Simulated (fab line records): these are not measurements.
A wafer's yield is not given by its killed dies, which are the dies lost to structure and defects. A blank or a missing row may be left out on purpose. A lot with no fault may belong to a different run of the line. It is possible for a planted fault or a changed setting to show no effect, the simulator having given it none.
Split-lot study / flow rit cmos / 23 wafers read from 5 lots, route of 202 steps

ABOUT THE SPLIT
At RIT_FOX1_OXIDATION_00 (target thk 350.7 nm, ox time 1130 s), the setting temp c was moved away from the recipe's 1100 C on 20 of the 23 wafers read, by -2.5% to +2.0%. The other wafers ran this setting at the recipe's value.

No step appears in the file between the split and the reading.

THE READING
Values of FOX1_OXIDE_THK in nm from RIT_FOX1_THK_MEAS_01. A value of 353 nm with a standard deviation of 5.2 nm is what fault-free wafers of this fab line usually give.

wafer=L074.2; tool, chamber at the split=-, -; temp c as run, C=1073; against the recipe=-2.5%; FOX1_OXIDE_THK, nm=305; against lot-mates on the recipe=no lot-mate on the recipe
wafer=L074.3; tool, chamber at the split=-, -; temp c as run, C=1073; against the recipe=-2.5%; FOX1_OXIDE_THK, nm=307; against lot-mates on the recipe=no lot-mate on the recipe
wafer=L074.4; tool, chamber at the split=-, -; temp c as run, C=1073; against the recipe=-2.5%; FOX1_OXIDE_THK, nm=311; against lot-mates on the recipe=no lot-mate on the recipe
wafer=L074.5; tool, chamber at the split=-, -; temp c as run, C=1073; against the recipe=-2.5%; FOX1_OXIDE_THK, nm=306; against lot-mates on the recipe=no lot-mate on the recipe
wafer=L074.6; tool, chamber at the split=-, -; temp c as run, C=1073; against the recipe=-2.5%; FOX1_OXIDE_THK, nm=310; against lot-mates on the recipe=no lot-mate on the recipe
wafer=L078.2; tool, chamber at the split=-, -; temp c as run, C=1122; against the recipe=+2.0%; FOX1_OXIDE_THK, nm=386; against lot-mates on the recipe=no lot-mate on the recipe
wafer=L078.3; tool, chamber at the split=-, -; temp c as run, C=1122; against the recipe=+2.0%; FOX1_OXIDE_THK, nm=387; against lot-mates on the recipe=no lot-mate on the recipe
wafer=L078.4; tool, chamber at the split=-, -; temp c as run, C=1122; against the recipe=+2.0%; FOX1_OXIDE_THK, nm=381; against lot-mates on the recipe=no lot-mate on the recipe
wafer=L078.5; tool, chamber at the split=-, -; temp c as run, C=1122; against the recipe=+2.0%; FOX1_OXIDE_THK, nm=389; against lot-mates on the recipe=no lot-mate on the recipe
wafer=L078.6; tool, chamber at the split=-, -; temp c as run, C=1122; against the recipe=+2.0%; FOX1_OXIDE_THK, nm=383; against lot-mates on the recipe=no lot-mate on the recipe
wafer=L081.1; tool, chamber at the split=-, -; temp c as run, C=1108; against the recipe=+0.7%; FOX1_OXIDE_THK, nm=359; against lot-mates on the recipe=no lot-mate on the recipe
wafer=L081.2; tool, chamber at the split=-, -; temp c as run, C=1108; against the recipe=+0.7%; FOX1_OXIDE_THK, nm=362; against lot-mates on the recipe=no lot-mate on the recipe
wafer=L081.3; tool, chamber at the split=-, -; temp c as run, C=1108; against the recipe=+0.7%; FOX1_OXIDE_THK, nm=363; against lot-mates on the recipe=no lot-mate on the recipe
wafer=L081.4; tool, chamber at the split=-, -; temp c as run, C=1108; against the recipe=+0.7%; FOX1_OXIDE_THK, nm=362; against lot-mates on the recipe=no lot-mate on the recipe
wafer=L081.5; tool, chamber at the split=-, -; temp c as run, C=1108; against the recipe=+0.7%; FOX1_OXIDE_THK, nm=362; against lot-mates on the recipe=no lot-mate on the recipe
wafer=L083.1; tool, chamber at the split=furnace-04, 0; temp c as run, C=1100; against the recipe=recipe; FOX1_OXIDE_THK, nm=347; against lot-mates on the recipe=-
wafer=L083.3; tool, chamber at the split=furnace-04, 0; temp c as run, C=1100; against the recipe=recipe; FOX1_OXIDE_THK, nm=358; against lot-mates on the recipe=-
wafer=L083.4; tool, chamber at the split=furnace-04, 0; temp c as run, C=1100; against the recipe=recipe; FOX1_OXIDE_THK, nm=350; against lot-mates on the recipe=-
wafer=L085.1; tool, chamber at the split=-, -; temp c as run, C=1079; against the recipe=-1.9%; FOX1_OXIDE_THK, nm=320; against lot-mates on the recipe=no lot-mate on the recipe
wafer=L085.2; tool, chamber at the split=-, -; temp c as run, C=1079; against the recipe=-1.9%; FOX1_OXIDE_THK, nm=318; against lot-mates on the recipe=no lot-mate on the recipe
wafer=L085.4; tool, chamber at the split=-, -; temp c as run, C=1079; against the recipe=-1.9%; FOX1_OXIDE_THK, nm=321; against lot-mates on the recipe=no lot-mate on the recipe
wafer=L085.5; tool, chamber at the split=-, -; temp c as run, C=1079; against the recipe=-1.9%; FOX1_OXIDE_THK, nm=314; against lot-mates on the recipe=no lot-mate on the recipe
wafer=L085.6; tool, chamber at the split=-, -; temp c as run, C=1079; against the recipe=-1.9%; FOX1_OXIDE_THK, nm=322; against lot-mates on the recipe=no lot-mate on the recipe

THE FIT
A straight line over all 23 wafers: FOX1_OXIDE_THK changes by +17.1 nm for each +1% of temp c; r = +0.99; the points scatter about the line by 3.1 nm.
Too few moved wafers have a lot-mate on the recipe to fit a line with each lot's own level taken away.

THE WHOLE CHAIN: every reading that the file lists as answering this split, in the file's order
step=RIT_FOX1_OXIDATION_00; what it does=target thk 350.7 nm, ox time 1130 s; reading=SiO2_of_FOX1_OXIDATION_00.thk nm (the simulator's own value, which no gauge read); change (the file's fit)=+17 nm for each +1% of the setting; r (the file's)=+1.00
step=RIT_FOX1_THK_MEAS_01; what it does=; reading=FOX1_OXIDE_THK; change (the file's fit)=+17.1 for each +1% of the setting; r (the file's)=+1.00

THE FILE'S OWN FIT
FOX1_OXIDE_THK changes by +17.1 nm for each +1% of temp c, r = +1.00.
